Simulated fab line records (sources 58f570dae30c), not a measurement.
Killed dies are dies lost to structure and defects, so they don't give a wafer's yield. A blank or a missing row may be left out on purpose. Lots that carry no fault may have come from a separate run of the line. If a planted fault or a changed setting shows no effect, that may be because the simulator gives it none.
Which tool did it? / flow berkeley_cmos170 / 18 wafers from 6 lots sampled at 2 of the route's 331 steps

== WHAT THE GAUGES READ, wafer by wafer ==
UCB170_V2_THK_MEAS_01.
lot=L953; measured=day 7 13:59; on=film_metro-03; V2_TEOS_THK (nm)=1912 1935 1962
lot=L957; measured=day 8 13:40; on=film_metro-02; V2_TEOS_THK (nm)=2006 2001 2044
lot=L963; measured=day 9 23:44; on=film_metro-02; V2_TEOS_THK (nm)=1969 1996 1986
lot=L965; measured=day 10 05:35; on=film_metro-03; V2_TEOS_THK (nm)=1960 1980 1989
lot=L966; measured=day 10 14:09; on=film_metro-01; V2_TEOS_THK (nm)=2005 1999 2043
lot=L969; measured=day 11 17:54; on=film_metro-01; V2_TEOS_THK (nm)=2759 2003 2811

== EACH LOT AND THE TOOL THAT RAN IT (in order: tool; ch and the chambers of the sampled wafers; start) ==
lot=L953; UCB170_V2_CVD_00=pecvd-02 ch 0,1, day 7 13:50
lot=L957; UCB170_V2_CVD_00=pecvd-01 ch 1,2, day 8 13:30
lot=L963; UCB170_V2_CVD_00=pecvd-04 ch 1,2, day 9 23:34
lot=L965; UCB170_V2_CVD_00=pecvd-04 ch 1,2, day 10 05:26
lot=L966; UCB170_V2_CVD_00=pecvd-02 ch 1,2, day 10 13:58
lot=L969; UCB170_V2_CVD_00=pecvd-02 ch 0,2, day 11 17:40
- UCB170_V2_CVD_00: deposits SiO2 from TEOS/O2, target thk 2000 nm, time 250 s.

== THE ANSWER, worked out from the rows above alone ==
Rule: usual is defined by the lots themselves. The widest of any qualifying gaps counts: lots, ordered by their means at a reading, are off when they make up no more than a third of the lots, leave a main group of 4 or more, and stand apart from it by 3 or more times the standard deviation of that group's means. A main group whose means are all the same, to the digits that the tables above print for the reading, isn't used. A lot without any number at a reading at which 4 lots or more have one is off too. Where the step has rows for the other lots, those lots are counted as sound.
Off: L969, at UCB170_V2_THK_MEAS_01 (V2_TEOS_THK). The main group has a mean of 1986 nm with a standard deviation of 30.
A tool fits if, at a process step before that reading, it ran every lot that is off, and no sound lot after the first of them. Gauges at UCB170_V2_THK_MEAS_01: tried the same way as those tools. Undecided on this evidence; 2 tools fit (pecvd-02 at UCB170_V2_CVD_00, film_metro-01 at UCB170_V2_THK_MEAS_01).

== WHAT HAD BEEN PUT IN BY THE SIMULATOR ==
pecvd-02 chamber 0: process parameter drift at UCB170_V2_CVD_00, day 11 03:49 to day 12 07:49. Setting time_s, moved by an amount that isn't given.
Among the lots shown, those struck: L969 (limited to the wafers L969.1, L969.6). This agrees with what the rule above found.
